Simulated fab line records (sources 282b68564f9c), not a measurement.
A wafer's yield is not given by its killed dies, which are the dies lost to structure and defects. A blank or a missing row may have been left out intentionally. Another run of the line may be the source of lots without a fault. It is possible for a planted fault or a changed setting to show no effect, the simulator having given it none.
Check of tool commonality -- flow ritCmos -- 14 lots and 48 wafers in the sample

== WHY THIS WAS OPENED ==
2 of 14 lots carry a flag on the reading NSD_TW at RIT_NSD_TW_MEAS_10. No-fault wafers: 3149, standard deviation 21.
Rule: a lot is flagged when every wafer of it that has a number lies more than 4 standard deviations from that mean, or none has a number. The rest of the lots are taken to be sound.

lot,measured,on,"NSD_TW, wafer by wafer",flag
L492,day 2 23:32,filmMetro-03,3167 3187 3182,
L493,day 3 05:20,filmMetro-04,3142 3126 3131,
L494,day 3 09:08,filmMetro-03,3203 3188 3186,
L495,day 3 14:24,filmMetro-04,3160 3150 3151,
L496,day 3 18:38,filmMetro-04,3141 3144 3133,
L497,day 4 00:59,filmMetro-03,3162 3149 3164,
L498,day 4 06:40,filmMetro-02,30 30 30 30 30 30,FLAGGED
L500,day 4 15:04,filmMetro-03,3157 3143 3139,
L502,day 5 02:14,filmMetro-02,30 30 30 30 30 30,FLAGGED
L508,day 6 07:53,filmMetro-02,3140 3130 3131,
L509,day 6 13:53,filmMetro-04,3169 3166 3149,
L510,day 6 18:04,filmMetro-04,3156 3151 3158,
L512,day 7 03:17,filmMetro-04,3148 3159 3146,
L513,day 7 08:59,filmMetro-03,3186 3175 3183,
Averaged over the flagged lots the numbers come to 30, -3119 from the usual (-99 or more standard deviations).

== EACH LOT AND THE TOOL IT RAN ON ==
The record holds 1 process step before the reading, out of a route of 202 steps. Cell contents, in order: the tool; ch with the chambers the sampled wafers went through; the start.
lot,flag,RIT_NSD_DEVELOP_05
L492,,"lithoTrack-02 ch 0, day 2 22:00"
L493,,"lithoTrack-01 ch 0, day 3 04:00"
L494,,"lithoTrack-03 ch 0, day 3 08:00"
L495,,"lithoTrack-01 ch 0, day 3 13:00"
L496,,"lithoTrack-01 ch 0, day 3 18:00"
L497,,"lithoTrack-03 ch 0, day 4 00:00"
L498,FLAGGED,"lithoTrack-01 ch 0, day 4 06:00"
L500,,"lithoTrack-03 ch 0, day 4 14:00"
L502,FLAGGED,"lithoTrack-01 ch 0, day 5 01:00"
L508,,"lithoTrack-03 ch 0, day 6 07:00"
L509,,"lithoTrack-03 ch 0, day 6 13:00"
L510,,"lithoTrack-02 ch 0, day 6 17:00"
L512,,"lithoTrack-03 ch 0, day 7 02:00"
L513,,"lithoTrack-03 ch 0, day 7 08:00"
These steps, and what they do:
- RIT_NSD_DEVELOP_05: develop time 50 s.
- RIT_NSD_TW_MEAS_10

== FLAGGED OVER TOTAL, TOOL BY TOOL (the gauges that took the reading come last) ==
step,tool,lots run,flagged,share of the flagged lots,sound lots run after its first flagged lot
RIT_NSD_DEVELOP_05,lithoTrack-01,5,2,all,0
RIT_NSD_DEVELOP_05,lithoTrack-02,2,0,none,-
RIT_NSD_DEVELOP_05,lithoTrack-03,7,0,none,-
RIT_NSD_TW_MEAS_10,filmMetro-02,3,2,all,1 (L508)
RIT_NSD_TW_MEAS_10,filmMetro-03,5,0,none,-
RIT_NSD_TW_MEAS_10,filmMetro-04,6,0,none,-

== THE TABLE: WHAT IT ALLOWS ==
In 2 table rows, all flagged lots were run: lithoTrack-01 (RIT_NSD_DEVELOP_05), filmMetro-02 (RIT_NSD_TW_MEAS_10).
- lithoTrack-01 at RIT_NSD_DEVELOP_05 ran 5 lots, 2 of them flagged. Last sound lot L496 at day 3 18:00, first flagged lot L498 at day 4 06:00; a fault beginning in between fits.
- filmMetro-02 at RIT_NSD_TW_MEAS_10 ran 3 lots, 2 of them flagged. Sound lots followed the first flagged one (L508) on it, something a lasting fault affecting the whole tool could not allow.
lithoTrack-01 at RIT_NSD_DEVELOP_05 is the single tool remaining.

== WHAT WAS PUT IN BY THE SIMULATOR ==
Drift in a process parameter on lithoTrack-01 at RIT_NSD_DEVELOP_05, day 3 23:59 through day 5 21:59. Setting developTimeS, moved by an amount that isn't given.
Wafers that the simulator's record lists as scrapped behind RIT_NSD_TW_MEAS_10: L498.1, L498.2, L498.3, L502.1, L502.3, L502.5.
Lots struck among those shown: L498, L502. The rule given above showed the same thing.
